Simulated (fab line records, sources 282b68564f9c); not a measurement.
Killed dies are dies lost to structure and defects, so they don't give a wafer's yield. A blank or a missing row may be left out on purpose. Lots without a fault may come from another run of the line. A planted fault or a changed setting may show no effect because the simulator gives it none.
Which tool did it? | flow rit_cmos | 6 lots, 18 wafers sampled, at 2 steps of a route of 202

WHAT THE GAUGES READ, wafer by wafer
RIT_GATE_CD_MEAS_16: target cd 150 nm.
lot  | measured    | on        | cd_nm (nm)
L166 | day 2 18:41 | cd_sem-02 | 151.0 150.5 156.6
L168 | day 3 05:17 | cd_sem-02 | 150.8 149.9 151.7
L170 | day 3 17:53 | cd_sem-02 | 152.6 155.9 155.5
L173 | day 4 13:22 | cd_sem-02 | 152.7 150.5 148.4
L176 | day 4 22:41 | cd_sem-02 | 148.3 147.5 148.0
L180 | day 5 19:45 | cd_sem-01 | 196.4 193.4 194.9

WHICH TOOL RAN EACH LOT (tool, then ch and the chambers of the sampled wafers, then the start)
lot  | RIT_GATE_EXPOSE_13
L166 | iline_stepper-01 ch 0, day 2 18:17
L168 | iline_stepper-01 ch 0, day 3 04:53
L170 | iline_stepper-01 ch 0, day 3 17:29
L173 | iline_stepper-01 ch 0, day 4 12:57
L176 | iline_stepper-01 ch 0, day 4 22:17
L180 | iline_stepper-01 ch 0, day 5 19:11
- RIT_GATE_EXPOSE_13: exposes mask M6, target cd 150 nm.

THE ANSWER, worked out from the rows above alone
Rule: what is usual is taken from the lots themselves. Put in order of their means at a reading, lots are off if they are a third of the lots or fewer, leave a main group of 4 or more, and stand apart from it by a gap of 3 or more times the standard deviation of the main group's means; of several such gaps the widest counts. A main group whose means are all the same, to the digits that the tables above print for the reading, isn't used. A lot without any number at a reading at which 4 lots or more have one is off too. The other lots that the step has rows for count as sound.
Off: L180, at RIT_GATE_CD_MEAS_16 (cd_nm). The main group: mean 151.3 nm, standard deviation 2.3.
A tool fits if, at a process step before that reading, it ran every lot that is off, and no sound lot after the first of them. The gauges at RIT_GATE_CD_MEAS_16 are tried like those tools. Can't be told from this: 2 tools fit, iline_stepper-01 at RIT_GATE_EXPOSE_13, cd_sem-01 at RIT_GATE_CD_MEAS_16.

WHAT THE SIMULATOR HAD PUT IN
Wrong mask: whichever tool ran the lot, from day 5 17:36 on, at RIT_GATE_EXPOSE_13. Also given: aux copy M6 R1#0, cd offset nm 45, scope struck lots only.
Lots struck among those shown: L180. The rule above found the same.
